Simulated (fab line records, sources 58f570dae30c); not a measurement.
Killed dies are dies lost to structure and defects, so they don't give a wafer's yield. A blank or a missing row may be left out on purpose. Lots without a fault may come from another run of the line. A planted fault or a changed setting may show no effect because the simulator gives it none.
Which tool did it? | flow berkeley_cmos170 | 16 lots, 48 wafers sampled, at 3 steps of a route of 331

WHAT THE GAUGES READ, wafer by wafer
UCB170_PWELL_OVL_MEAS_13.
lot  | measured    | on         | PWELL_OVL (nm)
L137 | day 3 02:44 | overlay-02 | -3 4 8
L138 | day 3 03:02 | overlay-01 | -1 -2 -2
L140 | day 3 12:19 | overlay-02 | 13 12 13
L139 | day 3 12:32 | overlay-01 | 6 4 3
L141 | day 4 01:49 | overlay-02 | 1 5 2
L143 | day 4 13:13 | overlay-02 | 6 0 3
L144 | day 4 17:45 | overlay-01 | 0 0 -7
L145 | day 4 17:51 | overlay-02 | 5 7 8
L148 | day 5 12:38 | overlay-02 | 5 1 5
L147 | day 5 12:46 | overlay-02 | 4 -4 0
L149 | day 5 19:55 | overlay-02 | 4 0 -1
L150 | day 5 20:31 | overlay-01 | -2 -12 -2
L151 | day 6 07:41 | overlay-02 | 9 0 13
L155 | day 7 00:14 | overlay-02 | -8 -5 -8
L158 | day 7 21:10 | overlay-01 | 1 -8 -11
L160 | day 8 05:05 | overlay-01 | -1 -4 -1

UCB170_NSD_OVL_MEAS_07.
lot  | measured     | on         | NSD_OVL (nm)
L137 | day 7 11:13  | overlay-01 | -8 -1 -5
L138 | day 7 11:31  | overlay-01 | 5 6 1
L140 | day 7 19:36  | overlay-02 | 1 -4 2
L139 | day 7 11:12  | overlay-02 | -8 -3 -7
L141 | day 8 13:49  | overlay-02 | 5 -2 4
L143 | day 9 03:53  | overlay-02 | 8 1 2
L144 | day 9 04:02  | overlay-02 | -9 -6 -6
L145 | day 9 03:35  | overlay-02 | 0 -2 0
L148 | day 10 11:34 | overlay-02 | 11 2 9
L147 | day 10 11:47 | overlay-01 | -5 -1 -9
L149 | day 10 12:04 | overlay-02 | 0 2 0
L150 | day 10 11:11 | overlay-01 | 4 -7 5
L151 | day 11 02:46 | overlay-01 | 6 8 5
L155 | day 11 14:43 | overlay-01 | -4 -5 1
L158 | day 12 22:05 | overlay-01 | -5 -4 -7
L160 | day 12 22:08 | overlay-02 | 0 1 1

WHICH TOOL RAN EACH LOT (tool, then ch and the chambers of the sampled wafers, then the start)
lot  | UCB170_PFIELD_STRIP_08
L137 | plasma_asher-04 ch 0,1, day 4 13:49
L138 | plasma_asher-04 ch 0,1, day 4 13:26
L140 | plasma_asher-04 ch 0,1, day 4 21:47
L139 | plasma_asher-02 ch 0,1, day 4 21:32
L141 | plasma_asher-04 ch 0,1, day 5 12:51
L143 | plasma_asher-04 ch 0,1, day 6 03:28
L144 | plasma_asher-01 ch 0,1, day 6 03:44
L145 | plasma_asher-01 ch 0,1, day 6 03:11
L148 | plasma_asher-01 ch 0,1, day 7 06:22
L147 | plasma_asher-02 ch 0,1, day 7 06:38
L149 | plasma_asher-01 ch 0,1, day 7 11:13
L150 | plasma_asher-02 ch 0,1, day 7 10:31
L151 | plasma_asher-01 ch 0,1, day 8 01:14
L155 | plasma_asher-04 ch 0,1, day 8 09:05
L158 | plasma_asher-01 ch 0,1, day 9 18:53
L160 | plasma_asher-04 ch 0,1, day 9 19:10
- UCB170_PFIELD_STRIP_08: strips in O2.

WHAT THE TOOLS THEMSELVES READ (means of the sampled wafers that have a number; where no wafer has one, the mark that the record gives instead)
UCB170_PFIELD_STRIP_08.
lot  | tool            | drypump_motor_current_A (A) | oes_product_au (a.u.) | strip_time_to_endpoint_s (s)
L137 | plasma_asher-04 | 5.9                         | 0.734                 | 21.66
L138 | plasma_asher-04 | 5.7                         | 0.731                 | 21.54
L140 | plasma_asher-04 | 5.8                         | 0.734                 | 21.59
L139 | plasma_asher-02 | 6.0                         | 0.734                 | 21.70
L141 | plasma_asher-04 | 5.9                         | 0.736                 | 21.60
L143 | plasma_asher-04 | 5.8                         | 0.735                 | 21.67
L144 | plasma_asher-01 | 5.4                         | 0.738                 | 21.64
L145 | plasma_asher-01 | 5.2                         | 0.737                 | 21.62
L148 | plasma_asher-01 | 5.4                         | 0.731                 | 21.68
L147 | plasma_asher-02 | 6.0                         | 0.735                 | 21.70
L149 | plasma_asher-01 | 5.2                         | 0.736                 | 21.72
L150 | plasma_asher-02 | 6.0                         | 0.733                 | 21.56
L151 | plasma_asher-01 | 5.2                         | 0.737                 | 21.65
L155 | plasma_asher-04 | 5.9                         | 0.736                 | 21.64
L158 | plasma_asher-01 | 5.2                         | 0.731                 | 21.58
L160 | plasma_asher-04 | 5.9                         | 0.730                 | 21.58

THE ANSWER, worked out from the rows above alone
Rule: what is usual is taken from the lots themselves. Put in order of their means at a reading, lots are off if they are a third of the lots or fewer, leave a main group of 4 or more, and stand apart from it by a gap of 3 or more times the standard deviation of the main group's means; of several such gaps the widest counts. A main group whose means are all the same, to the digits that the tables above print for the reading, isn't used. A lot without any number at a reading at which 4 lots or more have one is off too. The other lots that the step has rows for count as sound. The gauges are gone through in route order, then the tools' own readings, and for those a lot's mean is taken as printed above. The first step at which some lot is off is used, and at that step the reading that is off furthest; a lot without a number counts as furthest.
No lot is off at any reading shown: from this, nothing can be told.

WHAT THE SIMULATOR HAD PUT IN
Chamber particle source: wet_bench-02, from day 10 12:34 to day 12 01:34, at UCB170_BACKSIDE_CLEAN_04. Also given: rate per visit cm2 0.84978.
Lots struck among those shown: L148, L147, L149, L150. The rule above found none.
